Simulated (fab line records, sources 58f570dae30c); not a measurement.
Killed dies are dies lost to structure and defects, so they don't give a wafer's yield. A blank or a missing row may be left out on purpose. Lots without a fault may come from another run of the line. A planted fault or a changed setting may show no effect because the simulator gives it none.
fab line records | flow berkeley_cmos170
record lots=5 wafers=15 last_day=11
route steps=331 shown SPACER@171 PSD@175 NSD@187 BACKSIDE@199 SDANNEAL@204 PLDD@208 NLDD@209 SILICIDE@210
lots that met no fault: from a run of the same line without faults
start_h: hours from the record's first day to the start of the lot's first wafer shown | wait_h: hours since the lot's step before | " the same as in the row above | L1.1+2: a row that stands for several wafers | - no value, or no start given | * or withheld: withheld | < > ~ a bound
route shown NAME@n: a module of which the file shows steps, and the number in the route of the first | usual: mean/standard deviation of fault-free wafers | same: alike in all rows | chamber/n: place in a boat | sites: the reading at each site | _std_site: their standard deviation | _edge_site: outer sites' mean less inner sites' | radius_mm: how far each site lies from the wafer's centre | mask NAME#n: copy n | behind: the tool/chamber that last shaped the wafer | hold: why the lot was held/for how many hours/how that ended | device: the transistor (n, p or np) that didn't switch | end of line: the same wafers' tests at the end of the route | a step without rows: its recipe alone | killed: dies lost to structure and defects at the first sort, not the wafer's yield | map: a wafer's dies, x killed, . not, _ none there
set.NAME: the setting as run; set.NAME@STEP: as run at that earlier step | model.NAME: the simulator's own value behind a step, which no gauge read
lots at some steps of the route; a table a step, a row a wafer
services: from which hour (start_h, from the record's first day; less than 0 if before it) a tool's chamber was out of use, for how many hours, and why
## steps
# step UCB170_SPACER_CVD_00
# recipe material=SiO2 target_thk_nm=376 temp_c=390 precursor=TEOS/O2 time_s=47 rf_w=550 pressure_mtorr=9000
# usual heater_power_w=282/70 pressure_mtorr=8998/16
# columns lot.wafer tool chamber start_h wait_h heater_power_w pressure_mtorr since_wet_clean_h
L075.1 pecvd-03 0 146.33 0.0 261 9002 118
L075.3 " 2 " " 255 8980 118
L075.4 " 1 " " 442 8993 -
L084.2 pecvd-03 0 206.39 0.0 235 8993 178
L084.3 " 2 " " 218 8977 178
L084.6 " 0 " " 245 8994 -
L087.2 pecvd-02 2 223.64 0.0 240 9001 409
L087.4 " 1 " " 383 8976 -
L087.5 " 2 " " 246 8986 -
L089.3 pecvd-03 0 223.81 0.0 210 9006 195
L089.4 " 2 " " 299 8989 -
L089.5 " 0 " " 227 9000 -
L090.1 pecvd-04 0 235.55 0.0 231 9004 314
L090.2 " 2 " " 267 8989 314
L090.3 " 1 " " 237 8995 314
# step UCB170_SPACER_THK_MEAS_01
# recipe reads=SiO2_of_SPACER_CVD_00
# usual SPACER_TEOS_THK=378/5.5
# columns lot.wafer tool chamber start_h wait_h SPACER_TEOS_THK[nm]
L075.1 film_metro-04 - 146.38 0.0 376
L075.3 " - " " 374
L075.4 " - " " 380
L084.2 film_metro-04 - 206.45 0.0 368
L084.3 " - " " 370
L084.6 " - " " 379
L087.2 film_metro-01 - 223.69 0.0 381
L087.4 " - " " 381
L087.5 " - " " 384
L089.3 film_metro-02 - 223.87 0.0 372
L089.4 " - " " 373
L089.5 " - " " 374
L090.1 film_metro-02 - 235.60 0.0 382
L090.2 " - " " 374
L090.3 " - " " 378
# step UCB170_SPACER_ANNEAL_02
# recipe temp_c=900 time_s=1800 ambient=N2
# usual zone_power_source_pct=24.2/1.4
# columns lot.wafer tool chamber start_h wait_h zone_power_source_pct
L075.1 furnace-04 0 150.46 4.1 26.8
L075.3 " 0 " " 28.0
L075.4 " 0 " " 27.2
L084.2 furnace-04 0 211.65 5.2 27.6
L084.3 " 0 " " 27.6
L084.6 " 0 " " 27.2
L087.2 furnace-02 0 226.73 3.0 23.3
L087.4 " 0 " " 23.4
L087.5 " 0 " " 23.7
L089.3 furnace-02 0 226.73 2.8 23.5
L089.4 " 0 " " 23.8
L089.5 " 0 " " 23.3
L090.1 furnace-01 0 240.25 4.6 23.8
L090.2 " 0 " " 24.1
L090.3 " 0 " " 24.3
# step UCB170_SPACER_ETCHBACK_03
# recipe stop_on=Si target=SiO2 chemistry=CHF3/CF4/Ar CHF3_flow_sccm=50 cf4_flow_sccm=10 Ar_flow_sccm=120 pressure_mtorr=200 rf_w=500 target_depth_a=3760 time_s=100
# usual drypump_motor_current_A=5.7/0.67 oes_product_au=0.899/0.017 throttle_valve_pct=6.42/0.12
# columns lot.wafer tool chamber start_h wait_h drypump_motor_current_A oes_product_au rf_hours_counter_h throttle_valve_pct
L075.1 rie_diel-01 0 151.96 0.0 6.4 0.926 136 6.25
L075.3 " 1 " " 4.8 0.885 2 6.57
L075.4 " 3 " " 4.8 0.906 4 6.61
L084.2 rie_diel-02 1 213.15 0.0 6.4 0.881 5 6.38
L084.3 " 0 " " 6.2 0.904 35 6.34
L084.6 " 0 " " 6.2 0.916 - 6.34
L087.2 rie_diel-02 3 228.23 0.0 5.7 0.890 5 6.32
L087.4 " 0 " " 6.2 0.921 36 6.35
L087.5 " 2 " " 4.7 0.911 - 6.56
L089.3 rie_diel-04 1 228.23 0.0 5.4 0.884 101 6.55
L089.4 " 2 " " 6.5 0.900 39 6.36
L089.5 " 2 " " 6.5 0.900 - 6.35
L090.1 rie_diel-02 0 241.75 0.0 6.2 0.926 36 6.35
L090.2 " 3 " " 5.7 0.877 6 6.33
L090.3 " 1 " " 6.4 0.901 7 6.40
# step UCB170_PSD_HMDS_00
# recipe prime_time_s=60 prime_temp_c=100
# columns lot.wafer tool chamber start_h wait_h
L075.1+3+4 litho_track-02 0 152.16 0.2
L084.2+3+6 litho_track-03 0 213.25 0.1
L087.2+4+5 litho_track-02 0 228.33 0.1
L089.3+4+5 litho_track-03 0 228.50 0.2
L090.1+2+3 litho_track-04 0 241.82 0.0
# step UCB170_PSD_COAT_01
# recipe resist=KrF spin_rpm=1500 resist_thk_nm=900
# columns lot.wafer tool chamber start_h wait_h
L075.1+3+4 litho_track-02 0 152.31 0.1
L084.2+3+6 litho_track-03 0 213.40 0.1
L087.2+4+5 litho_track-02 0 228.48 0.1
L089.3+4+5 litho_track-03 0 228.65 0.1
L090.1+2+3 litho_track-04 0 241.97 0.1
# step UCB170_PSD_SOFTBAKE_02
# recipe resist=KrF temp_c=130 time_s=60
# columns lot.wafer tool chamber start_h wait_h
L075.1+3+4 litho_track-02 0 152.46 0.1
L084.2+3+6 litho_track-03 0 213.55 0.1
L087.2+4+5 litho_track-02 0 228.63 0.1
L089.3+4+5 litho_track-03 0 228.80 0.1
L090.1+2+3 litho_track-04 0 242.12 0.1
# step UCB170_PSD_EXPOSE_03
# recipe mask_id=PSELECT_MOD na=0.5 sigma_outer=0.6 source_shape=conventional target_cd_nm=1200 dose_mj=30
# columns lot.wafer tool chamber start_h wait_h mask
L075.1+3+4 krf_scanner-01 0 152.61 0.1 PSELECT_MOD#0
L084.2+3+6 krf_scanner-02 0 213.69 0.1 PSELECT_MOD#0
L087.2+4+5 krf_scanner-02 0 228.77 0.1 PSELECT_MOD#0
L089.3+4+5 krf_scanner-02 0 229.02 0.2 PSELECT_MOD#0
L090.1+2+3 krf_scanner-01 0 242.40 0.2 PSELECT_MOD#0
# step UCB170_PSD_PEB_04
# recipe peb_temp_c=130 peb_time_s=withheld resist=KrF
# columns lot.wafer tool chamber start_h wait_h
L075.1+3+4 litho_track-02 0 153.13 0.5
L084.2+3+6 litho_track-03 0 213.82 0.1
L087.2+4+5 litho_track-02 0 229.23 0.4
L089.3+4+5 litho_track-03 0 229.40 0.4
L090.1+2+3 litho_track-04 0 242.51 0.1
# step UCB170_PSD_DEVELOP_05
# recipe developer=TMAH develop_time_s=45 resist=KrF dev_temp_c=21
# columns lot.wafer tool chamber start_h wait_h
L075.1+3+4 litho_track-02 0 - -
L084.2+3+6 litho_track-03 0 - -
L087.2+4+5 litho_track-02 0 - -
L089.3+4+5 litho_track-03 0 - -
L090.1+2+3 litho_track-04 0 - -
# step UCB170_PSD_CD_MEAS_06
# recipe target_cd_nm=1200
# usual cd_nm=1200.0/1.6
# columns lot.wafer tool chamber start_h wait_h cd_nm
L075.1 cd_sem-02 - 153.41 - 1197.3
L075.3 " - " " 1198.0
L075.4 " - " " 1196.9
L084.2 cd_sem-01 - 214.09 - 1200.6
L084.3 " - " " 1199.9
L084.6 " - " " 1201.6
L087.2 cd_sem-01 - 229.50 - 1201.5
L087.4 " - " " 1201.3
L087.5 " - " " 1202.2
L089.3 cd_sem-02 - 229.66 - 1198.6
L089.4 " - " " 1197.4
L089.5 " - " " 1199.0
L090.1 cd_sem-01 - 242.79 - 1200.0
L090.2 " - " " 1199.4
L090.3 " - " " 1199.8
# step UCB170_PSD_OVL_MEAS_07
# usual PSD_OVL=2/6.8
# columns lot.wafer tool chamber start_h wait_h PSD_OVL[nm]
L075.1 overlay-02 - 153.53 0.1 6
L075.3 " - " " 1
L075.4 " - " " 1
L084.2 overlay-02 - 214.19 0.1 -1
L084.3 " - " " 0
L084.6 " - " " 0
L087.2 overlay-02 - 229.60 0.1 -6
L087.4 " - " " -4
L087.5 " - " " 7
L089.3 overlay-02 - 229.75 0.1 -3
L089.4 " - " " 7
L089.5 " - " " -4
L090.1 overlay-02 - 242.91 0.1 7
L090.2 " - " " 13
L090.3 " - " " 6
# step UCB170_PSD_IMPLANT_08
# recipe species=B dose_cm2=2.937e+15 energy_kev=20 tilt_deg=7
# columns lot.wafer tool chamber start_h wait_h
L075.1+3+4 implanter-04 0 153.56 0.0
L084.2+3+6 implanter-04 0 214.25 0.0
L087.2+4+5 implanter-03 0 229.66 0.0
L089.3+4+5 implanter-01 0 229.83 0.1
L090.1+2+3 implanter-04 0 242.94 0.0
# step UCB170_PSD_STRIP_09
# recipe chemistry=O2 power_w=400 pressure_mtorr=3500 platen_temp_c=withheld o2_flow_sccm=400 overash_fraction=0.5
# usual drypump_motor_current_A=5.7/0.32 oes_product_au=0.602/0.0047 strip_time_to_endpoint_s=29.19/0.065
# columns lot.wafer tool chamber start_h wait_h drypump_motor_current_A oes_product_au rf_hours_counter_h strip_time_to_endpoint_s
L075.1 plasma_asher-03 0 153.71 0.1 5.6 0.603 4 29.29
L075.3 " 0 " " 5.6 0.597 - 29.32
L075.4 " 1 " " 5.6 0.605 - 29.31
L084.2 plasma_asher-03 0 214.37 0.1 5.6 0.602 10 29.21
L084.3 " 0 " " 5.6 0.602 - 29.14
L084.6 " 1 " " 5.6 0.609 - 28.98
L087.2 plasma_asher-02 0 229.78 0.1 6.3 0.605 45 29.25
L087.4 " 0 " " 6.3 0.592 - 29.19
L087.5 " 0 " " 6.3 0.610 - 29.21
L089.3 plasma_asher-03 1 229.96 0.1 5.6 0.596 - 29.21
L089.4 " 0 " " 5.6 0.600 - 29.11
L089.5 " 1 " " 5.5 0.598 - 29.10
L090.1 plasma_asher-03 0 243.09 0.1 5.6 0.607 14 29.31
L090.2 " 1 " " 5.6 0.593 14 29.36
L090.3 " 1 " " 5.6 0.593 - 29.28
# step UCB170_PSD_TW_MEAS_10
# usual PSD_TW=2307/11
# columns lot.wafer tool chamber start_h wait_h PSD_TW
L075.1 film_metro-01 - 153.81 0.1 2307
L075.3 " - " " 2311
L075.4 " - " " 2316
L084.2 film_metro-03 - 214.48 0.1 2309
L084.3 " - " " 2316
L084.6 " - " " 2292
L087.2 film_metro-01 - 229.89 0.1 2318
L087.4 " - " " 2304
L087.5 " - " " 2315
L089.3 film_metro-01 - 230.05 0.1 2297
L089.4 " - " " 2314
L089.5 " - " " 2311
L090.1 film_metro-03 - 243.19 0.1 2303
L090.2 " - " " 2293
L090.3 " - " " 2306
# step UCB170_PSD_CLEAN_11
# recipe chemistry=SPM temp_c=120 time_s=600
# columns lot.wafer tool chamber start_h wait_h
L075.1+3+4 wet_bench-03 2 153.87 0.1
L084.2+3+6 wet_bench-01 1 214.53 0.0
L087.2+4+5 wet_bench-03 1 229.94 0.0
L089.3+4+5 wet_bench-01 1 230.09 0.0
L090.1+2+3 wet_bench-03 2 243.25 0.1
# step UCB170_NSD_HMDS_00
# recipe prime_time_s=60 prime_temp_c=100
# columns lot.wafer tool chamber start_h wait_h
L075.1+3+4 litho_track-04 0 154.24 0.2
L084.2+3+6 litho_track-02 0 214.73 0.0
L087.2+4+5 litho_track-04 0 230.27 0.2
L089.3+4+5 litho_track-02 0 230.44 0.2
L090.1+2+3 litho_track-04 0 243.45 0.0
# step UCB170_NSD_COAT_01
# recipe resist=KrF spin_rpm=1500 resist_thk_nm=900
# columns lot.wafer tool chamber start_h wait_h
L075.1+3+4 litho_track-04 0 154.39 0.1
L084.2+3+6 litho_track-02 0 214.88 0.1
L087.2+4+5 litho_track-04 0 230.42 0.1
L089.3+4+5 litho_track-02 0 230.59 0.1
L090.1+2+3 litho_track-04 0 243.60 0.1
# step UCB170_NSD_SOFTBAKE_02
# recipe resist=KrF temp_c=130 time_s=60
# columns lot.wafer tool chamber start_h wait_h
L075.1+3+4 litho_track-04 0 154.54 0.1
L084.2+3+6 litho_track-02 0 215.03 0.1
L087.2+4+5 litho_track-04 0 230.57 0.1
L089.3+4+5 litho_track-02 0 230.74 0.1
L090.1+2+3 litho_track-04 0 243.75 0.1
# step UCB170_NSD_EXPOSE_03
# recipe mask_id=NSELECT_MOD na=0.5 sigma_outer=0.6 source_shape=conventional target_cd_nm=1200 dose_mj=30
# columns lot.wafer tool chamber start_h wait_h mask
L075.1+3+4 krf_scanner-01 0 154.81 0.2 NSELECT_MOD#0
L084.2+3+6 krf_scanner-01 0 215.18 0.1 NSELECT_MOD#0
L087.2+4+5 krf_scanner-02 0 230.72 0.1 NSELECT_MOD#0
L089.3+4+5 krf_scanner-02 0 231.22 0.5 NSELECT_MOD#0
L090.1+2+3 krf_scanner-01 0 244.02 0.2 NSELECT_MOD#0
# step UCB170_NSD_PEB_04
# recipe peb_temp_c=130 peb_time_s=withheld resist=KrF
# columns lot.wafer tool chamber start_h wait_h
L075.1+3+4 litho_track-01 0 154.93 0.1
L084.2+3+6 litho_track-04 0 215.89 0.7
L087.2+4+5 litho_track-04 0 231.00 0.3
L089.3+4+5 litho_track-02 0 231.62 0.4
L090.1+2+3 litho_track-04 0 244.14 0.1
# step UCB170_NSD_DEVELOP_05
# recipe developer=TMAH develop_time_s=45 resist=KrF dev_temp_c=21
# columns lot.wafer tool chamber start_h wait_h
L075.1+3+4 litho_track-01 0 - -
L084.2+3+6 litho_track-04 0 - -
L087.2+4+5 litho_track-04 0 - -
L089.3+4+5 litho_track-02 0 - -
L090.1+2+3 litho_track-04 0 - -
# step UCB170_NSD_CD_MEAS_06
# recipe target_cd_nm=1200
# usual cd_nm=1200.1/1.4
# columns lot.wafer tool chamber start_h wait_h cd_nm
L075.1 cd_sem-01 - 155.20 - 1199.2
L075.3 " - " " 1198.9
L075.4 " - " " 1198.8
L084.2 cd_sem-01 - 216.16 - 1201.0
L084.3 " - " " 1200.9
L084.6 " - " " 1201.7
L087.2 cd_sem-01 - 231.27 - 1198.4
L087.4 " - " " 1199.7
L087.5 " - " " 1199.1
L089.3 cd_sem-02 - 231.88 - 1199.3
L089.4 " - " " 1199.7
L089.5 " - " " 1198.6
L090.1 cd_sem-02 - 244.42 - 1201.4
L090.2 " - " " 1200.9
L090.3 " - " " 1201.2
# step UCB170_NSD_OVL_MEAS_07
# usual NSD_OVL=2/5.5
# columns lot.wafer tool chamber start_h wait_h NSD_OVL[nm]
L075.1 overlay-02 - 155.32 0.1 10
L075.3 " - " " 4
L075.4 " - " " 8
L084.2 overlay-01 - 216.27 0.1 -1
L084.3 " - " " 11
L084.6 " - " " 3
L087.2 overlay-01 - 231.37 0.1 -8
L087.4 " - " " -7
L087.5 " - " " -1
L089.3 overlay-01 - 231.98 0.1 -6
L089.4 " - " " -5
L089.5 " - " " -7
L090.1 overlay-02 - 244.54 0.1 0
L090.2 " - " " 2
L090.3 " - " " -3
# step UCB170_NSD_IMPLANT_08
# recipe species=P dose_cm2=3e+15 energy_kev=39.22 tilt_deg=7
# columns lot.wafer tool chamber start_h wait_h
L075.1+3+4 implanter-02 0 155.36 0.0
L084.2+3+6 implanter-02 0 216.32 0.0
L087.2+4+5 implanter-01 0 231.43 0.0
L089.3+4+5 implanter-03 0 232.05 0.1
L090.1+2+3 implanter-01 0 244.57 0.0
# step UCB170_NSD_STRIP_09
# recipe chemistry=O2 power_w=400 pressure_mtorr=3500 platen_temp_c=withheld o2_flow_sccm=400 overash_fraction=0.5
# usual drypump_motor_current_A=5.79/0.28 oes_product_au=0.537/0.0045 strip_time_to_endpoint_s=35.58/0.09
# columns lot.wafer tool chamber start_h wait_h drypump_motor_current_A oes_product_au rf_hours_counter_h strip_time_to_endpoint_s
L075.1 plasma_asher-03 1 155.51 0.1 5.55 0.545 4 35.74
L075.3 " 1 " " 5.56 0.534 - 35.72
L075.4 " 0 " " 5.61 0.535 - 35.72
L084.2 plasma_asher-03 0 216.45 0.1 5.61 0.532 10 35.51
L084.3 " 1 " " 5.56 0.537 - 35.52
L084.6 " 1 " " 5.59 0.533 - 35.49
L087.2 plasma_asher-02 0 231.55 0.1 6.35 0.530 46 35.62
L087.4 " 1 " " 5.70 0.544 - 35.69
L087.5 " 0 " " 6.37 0.540 - 35.60
L089.3 plasma_asher-04 0 232.18 0.1 5.66 0.540 - 35.57
L089.4 " 1 " " 6.06 0.536 - 35.53
L089.5 " 0 " " 5.67 0.540 - 35.55
L090.1 plasma_asher-02 1 244.72 0.1 5.69 0.537 47 35.74
L090.2 " 0 " " 6.40 0.543 47 35.75
L090.3 " 1 " " 5.73 0.537 - 35.60
# step UCB170_NSD_TW_MEAS_10
# usual NSD_TW=4150/16
# columns lot.wafer tool chamber start_h wait_h NSD_TW
L075.1 film_metro-01 - 155.61 0.1 4163
L075.3 " - " " 4158
L075.4 " - " " 4141
L084.2 film_metro-03 - 216.56 0.1 4133
L084.3 " - " " 4150
L084.6 " - " " 4131
L087.2 film_metro-02 - 231.66 0.1 4165
L087.4 " - " " 4154
L087.5 " - " " 4140
L089.3 film_metro-02 - 232.27 0.1 4163
L089.4 " - " " 4133
L089.5 " - " " 4151
L090.1 film_metro-03 - 244.82 0.1 4140
L090.2 " - " " 4124
L090.3 " - " " 4121
# step UCB170_NSD_CLEAN_11
# recipe chemistry=SPM temp_c=120 time_s=600
# columns lot.wafer tool chamber start_h wait_h
L075.1+3+4 wet_bench-04 0 155.67 0.1
L084.2+3+6 wet_bench-01 1 216.61 0.0
L087.2+4+5 wet_bench-04 3 231.71 0.0
L089.3+4+5 wet_bench-04 3 232.43 0.1
L090.1+2+3 wet_bench-04 0 244.88 0.1
# step UCB170_BACKSIDE_HMDS_00
# recipe prime_time_s=60 prime_temp_c=100
# columns lot.wafer tool chamber start_h wait_h
L075.1+3+4 litho_track-01 0 156.10 0.3
L084.2+3+6 litho_track-03 0 216.81 0.0
L087.2+4+5 litho_track-02 0 232.14 0.2
L089.3+4+5 litho_track-01 0 232.99 0.4
L090.1+2+3 litho_track-02 0 245.06 0.0
# step UCB170_BACKSIDE_COAT_01
# recipe resist=KrF spin_rpm=1500 resist_thk_nm=900
# columns lot.wafer tool chamber start_h wait_h
L075.1+3+4 litho_track-01 0 156.25 0.1
L084.2+3+6 litho_track-03 0 216.96 0.1
L087.2+4+5 litho_track-02 0 232.29 0.1
L089.3+4+5 litho_track-01 0 233.14 0.1
L090.1+2+3 litho_track-02 0 245.21 0.1
# step UCB170_BACKSIDE_SOFTBAKE_02
# recipe resist=KrF temp_c=130 time_s=60
# columns lot.wafer tool chamber start_h wait_h
L075.1+3+4 litho_track-01 0 156.40 0.1
L084.2+3+6 litho_track-03 0 217.11 0.1
L087.2+4+5 litho_track-02 0 232.44 0.1
L089.3+4+5 litho_track-01 0 233.29 0.1
L090.1+2+3 litho_track-02 0 245.36 0.1
# step UCB170_BACKSIDE_STRIP_03
# recipe chemistry=O2 power_w=400 pressure_mtorr=3500 platen_temp_c=withheld o2_flow_sccm=400 overash_fraction=0.5
# usual drypump_motor_current_A=5.8/0.36 oes_product_au=0.734/0.0048 strip_time_to_endpoint_s=22.01/0.064
# columns lot.wafer tool chamber start_h wait_h drypump_motor_current_A oes_product_au rf_hours_counter_h strip_time_to_endpoint_s
L075.1 plasma_asher-01 1 156.55 0.1 5.3 0.737 42 21.93
L075.3 " 1 " " 5.3 0.734 - 22.03
L075.4 " 0 " " 6.0 0.745 - 22.01
L084.2 plasma_asher-02 0 217.23 0.1 6.3 0.729 45 21.94
L084.3 " 0 " " 6.3 0.729 - 21.98
L084.6 " 0 " " 6.4 0.733 - 22.02
L087.2 plasma_asher-02 1 232.57 0.1 5.7 0.738 46 21.94
L087.4 " 0 " " 6.4 0.727 - 21.99
L087.5 " 0 " " 6.4 0.726 - 21.91
L089.3 plasma_asher-02 0 233.43 0.1 6.4 0.731 - 21.94
L089.4 " 1 " " 5.7 0.737 - 21.98
L089.5 " 0 " " 6.4 0.732 - 21.99
L090.1 plasma_asher-01 0 245.51 0.1 6.0 0.743 52 22.04
L090.2 " 1 " " 5.3 0.732 52 22.12
L090.3 " 1 " " 5.3 0.734 - 22.03
# step UCB170_BACKSIDE_CLEAN_04
# recipe chemistry=SPM temp_c=120 time_s=600
# columns lot.wafer tool chamber start_h wait_h
L075.1+3+4 wet_bench-04 2 156.65 0.1
L084.2+3+6 wet_bench-03 0 217.33 0.1
L087.2+4+5 wet_bench-04 0 232.67 0.1
L089.3+4+5 wet_bench-04 3 233.49 0.0
L090.1+2+3 wet_bench-04 1 245.61 0.1
# step UCB170_SDANNEAL_RTA_00
# recipe temp_c=900 time_s=10 ambient=N2
# usual lamp_power_pct=23.2/0.87 wafer_temp_C_max=902.5/0.6
# columns lot.wafer tool chamber start_h wait_h lamp_power_pct wafer_temp_C_max
L075.1 rtp_anneal-01 0 156.83 0.0 22.2 902.1
L075.3 " 0 " " 22.2 902.6
L075.4 " 0 " " 22.2 902.5
L084.2 rtp_anneal-01 0 217.52 0.0 22.2 902.3
L084.3 " 0 " " 22.2 902.6
L084.6 " 0 " " 22.2 902.9
L087.2 rtp_anneal-02 0 232.87 0.0 24.0 902.5
L087.4 " 0 " " 24.0 903.2
L087.5 " 0 " " 24.0 902.7
L089.3 rtp_anneal-02 0 233.71 0.0 24.0 902.4
L089.4 " 0 " " 24.0 903.3
L089.5 " 0 " " 24.0 902.0
L090.1 rtp_anneal-02 0 245.78 0.0 24.0 903.6
L090.2 " 0 " " 24.0 902.1
L090.3 " 0 " " 24.0 901.9
# step UCB170_SDANNEAL_RTA_01
# recipe temp_c=1050 time_s=5 ambient=N2
# usual lamp_power_pct=35.8/1.3 wafer_temp_C_max=1053.0/0.7
# columns lot.wafer tool chamber start_h wait_h lamp_power_pct wafer_temp_C_max
L075.1 rtp_anneal-01 0 156.90 0.1 34.3 1052.6
L075.3 " 0 " " 34.4 1053.2
L075.4 " 0 " " 34.3 1054.0
L084.2 rtp_anneal-01 0 217.58 0.1 34.4 1052.8
L084.3 " 0 " " 34.3 1052.8
L084.6 " 0 " " 34.4 1053.1
L087.2 rtp_anneal-02 0 232.94 0.1 37.1 1052.2
L087.4 " 0 " " 37.0 1053.3
L087.5 " 0 " " 37.1 1052.6
L089.3 rtp_anneal-02 0 233.77 0.1 37.0 1052.2
L089.4 " 0 " " 37.0 1052.8
L089.5 " 0 " " 37.1 1051.9
L090.1 rtp_anneal-02 0 245.85 0.1 37.0 1053.6
L090.2 " 0 " " 37.1 1053.5
L090.3 " 0 " " 37.1 1053.7
# step UCB170_SDANNEAL_RS_MEAS_02
# recipe thk_meas_gauge=four-point-probe
# usual PSD_RS=76.7/0.31
# columns lot.wafer tool chamber start_h wait_h PSD_RS[ohm/sq]
L075.1 film_metro-01 - 156.95 0.0 76.8
L075.3 " - " " 76.7
L075.4 " - " " 76.7
L084.2 film_metro-02 - 217.65 0.1 76.8
L084.3 " - " " 76.8
L084.6 " - " " 76.9
L087.2 film_metro-03 - 233.00 0.1 76.5
L087.4 " - " " 76.5
L087.5 " - " " 76.5
L089.3 film_metro-01 - 233.85 0.1 76.6
L089.4 " - " " 76.4
L089.5 " - " " 76.3
L090.1 film_metro-03 - 245.91 0.0 76.5
L090.2 " - " " 76.2
L090.3 " - " " 77.0
# step UCB170_SDANNEAL_RS_MEAS_03
# recipe thk_meas_gauge=four-point-probe
# usual NSD_RS=37.45/0.092
# columns lot.wafer tool chamber start_h wait_h NSD_RS[ohm/sq]
L075.1 film_metro-01 - 157.07 0.1 37.40
L075.3 " - " " 37.34
L075.4 " - " " 37.41
L084.2 film_metro-02 - 217.77 0.1 37.44
L084.3 " - " " 37.48
L084.6 " - " " 37.51
L087.2 film_metro-03 - 233.12 0.1 37.49
L087.4 " - " " 37.25
L087.5 " - " " 37.41
L089.3 film_metro-01 - 233.97 0.1 37.45
L089.4 " - " " 37.42
L089.5 " - " " 37.46
L090.1 film_metro-03 - 246.03 0.1 37.26
L090.2 " - " " 37.28
L090.3 " - " " 37.37
# step UCB170_SDANNEAL_RS_MEAS_04
# recipe thk_meas_gauge=four-point-probe
# usual PLDD_RS=1031.7/2.3
# columns lot.wafer tool chamber start_h wait_h PLDD_RS[ohm/sq]
L075.1 film_metro-01 - 157.19 0.1 1032.3
L075.3 " - " " 1031.9
L075.4 " - " " 1034.1
L084.2 film_metro-02 - 217.89 0.1 1032.9
L084.3 " - " " 1032.6
L084.6 " - " " 1033.3
L087.2 film_metro-03 - 233.24 0.1 1028.0
L087.4 " - " " 1033.3
L087.5 " - " " 1031.0
L089.3 film_metro-01 - 234.09 0.1 1031.8
L089.4 " - " " 1030.6
L089.5 " - " " 1031.7
L090.1 film_metro-03 - 246.15 0.1 1031.3
L090.2 " - " " 1034.5
L090.3 " - " " 1034.1
# step UCB170_SDANNEAL_RS_MEAS_05
# recipe thk_meas_gauge=four-point-probe
# usual NLDD_RS=615.6/1.4
# columns lot.wafer tool chamber start_h wait_h NLDD_RS[ohm/sq]
L075.1 film_metro-01 - 157.31 0.1 616.0
L075.3 " - " " 614.4
L075.4 " - " " 614.2
L084.2 film_metro-02 - 218.01 0.1 613.5
L084.3 " - " " 616.0
L084.6 " - " " 616.3
L087.2 film_metro-03 - 233.36 0.1 613.9
L087.4 " - " " 616.1
L087.5 " - " " 616.3
L089.3 film_metro-01 - 234.21 0.1 615.0
L089.4 " - " " 615.8
L089.5 " - " " 614.6
L090.1 film_metro-03 - 246.27 0.1 615.0
L090.2 " - " " 615.5
L090.3 " - " " 616.7
# step UCB170_SILICIDE_PRE_CLEAN_00
# recipe gas=Ar preclean_etch_time_s=60
# columns lot.wafer tool chamber start_h wait_h
L075.1+3+4 pvd_sputter-04 - 157.43 0.1
L084.2+3+6 pvd_sputter-03 - 218.11 0.1
L087.2+4+5 pvd_sputter-03 - 233.46 0.1
L089.3+4+5 pvd_sputter-03 - 234.29 0.1
L090.1+2+3 pvd_sputter-02 - 246.39 0.1
## services
# columns tool chamber start_h hours kind
furnace-01 - 123.08 5.5 pm
furnace-04 - 129.00 9.5 pm
krf_scanner-01 - 132.56 1.0 pm
implanter-01 - 133.06 4.4 repair
rie_diel-04 - 133.45 0.4 repair
implanter-01 - 135.15 45.7 repair
krf_scanner-02 - 135.82 1.0 pm
pvd_sputter-04 - 136.88 8.4 repair
implanter-01 - 143.83 2.6 repair
wet_bench-01 - 158.97 4.4 pm
rie_diel-02 - 172.64 2.8 pm
implanter-04 - 178.01 2.5 pm
furnace-04 - 180.14 4.0 pm
krf_scanner-02 - 191.44 1.3 pm
krf_scanner-02 - 193.55 0.5 repair
implanter-01 - 196.81 1.3 repair
rie_diel-02 1 207.48 3.6 repair
implanter-03 - 214.18 1.7 repair
implanter-04 - 215.39 1.8 repair
plasma_asher-02 - 220.74 6.0 repair
implanter-03 - 225.61 2.5 pm
krf_scanner-01 - 226.99 0.8 pm
krf_scanner-01 - 228.66 1.3 pm
furnace-04 - 245.32 3.3 pm
## key
fault none
